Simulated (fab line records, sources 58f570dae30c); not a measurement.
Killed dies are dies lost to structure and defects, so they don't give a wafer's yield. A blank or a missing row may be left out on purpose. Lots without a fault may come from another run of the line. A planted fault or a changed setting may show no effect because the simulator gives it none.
Split-lot experiment | flow berkeley_cmos170 | 5 lots, 23 wafers read, on a route of 331 steps

THE SPLIT
At UCB170_V1_CVD_00 (deposits SiO2 from TEOS/O2, target thk 2000 nm, time 250 s), the setting time_s was moved away from the recipe's 250 s on 5 of the 23 wafers read, by +8.8% to +9.1%. The other wafers ran this setting at the recipe's value.

The file shows no step between the split and the reading.

THE READING
V1_TEOS_THK, in nm, at UCB170_V1_THK_MEAS_01. Fault-free wafers of this fab line usually give 2011 nm, standard deviation 31 nm.

wafer  | tool, chamber at the split | time_s as run, s | against the recipe | V1_TEOS_THK, nm | against lot-mates on the recipe
L074.1 | pecvd-03, 1,2,0,2,1        | 250              | recipe             | 1972            | -
L074.2 | pecvd-03, 1,2,0,2,1        | 250              | recipe             | 2010            | -
L074.3 | pecvd-03, 1,2,0,2,1        | 250              | recipe             | 2005            | -
L074.4 | pecvd-03, 1,2,0,2,1        | 250              | recipe             | 2015            | -
L074.6 | pecvd-03, 1,2,0,2,1        | 250              | recipe             | 1970            | -
L075.4 | pecvd-03, 2,0,1            | 250              | recipe             | 2057            | -
L075.5 | pecvd-03, 2,0,1            | 250              | recipe             | 2052            | -
L075.6 | pecvd-03, 2,0,1            | 250              | recipe             | 2006            | -
L076.1 | pecvd-02, 0,2,1,0,2        | 250              | recipe             | 2009            | -
L076.2 | pecvd-02, 0,2,1,0,2        | 250              | recipe             | 2023            | -
L076.3 | pecvd-02, 0,2,1,0,2        | 250              | recipe             | 2032            | -
L076.5 | pecvd-02, 0,2,1,0,2        | 250              | recipe             | 2038            | -
L076.6 | pecvd-02, 0,2,1,0,2        | 250              | recipe             | 2079            | -
L085.1 | pecvd-03, 2,1              | 272              | +8.8%              | 2191            | +157
L085.2 | pecvd-03, 2,1              | 272              | +8.8%              | 2159            | +125
L085.3 | pecvd-03, 0,2,1            | 250              | recipe             | 2017            | -
L085.4 | pecvd-03, 0,2,1            | 250              | recipe             | 2059            | -
L085.6 | pecvd-03, 0,2,1            | 250              | recipe             | 2027            | -
L083.1 | pecvd-04, 2,1,2            | 272.7            | +9.1%              | 2143            | +178
L083.3 | pecvd-04, 1,0              | 250              | recipe             | 1943            | -
L083.4 | pecvd-04, 2,1,2            | 272.7            | +9.1%              | 2159            | +194
L083.5 | pecvd-04, 1,0              | 250              | recipe             | 1988            | -
L083.6 | pecvd-04, 2,1,2            | 272.7            | +9.1%              | 2181            | +216
Where a row lists several chambers, the file gives one row for several wafers and doesn't say which wafer went through which chamber.

THE FIT
A straight line over all 23 wafers: V1_TEOS_THK changes by +16.7 nm for each +1% of time_s; r = +0.89; the points scatter about the line by 32 nm.
The same after taking each lot's own level away (the mean of its wafers on the recipe; 23 wafers): +19.4 nm for each +1%; r = +0.95; scatter 24 nm.
On that fit, the largest move of time_s shifts the reading by 1.8e+02 nm.
The lots' own levels span 1965.5 to 2038.3 nm, that is 2.3 times the standard deviation above.
So the lot-to-lot level changes the slope: the two fits differ.
Check: with one of the wafers moved furthest among these (+9.1%) left out of the fit, the line predicts +176 nm for it against its lot-mates. It came out at +178 nm against them.

OTHER SPLITS ON THESE WAFERS
These wafers also went through other splits before the reading. Each is held against what the fit with the lots' levels taken away leaves over:
other split on the same wafers | wafers away from the commonest value | r with V1_TEOS_THK (lot level and that fit taken away)
UCB170_PSD_PEB_04 peb_temp_c   | 8                                    | -0.09
UCB170_CONTACT_CVD_01 temp_c   | 15                                   | +0.19

THE FILE'S OWN FIT
V1_TEOS_THK changes by +18.9 nm for each +1% of time_s, r = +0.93.
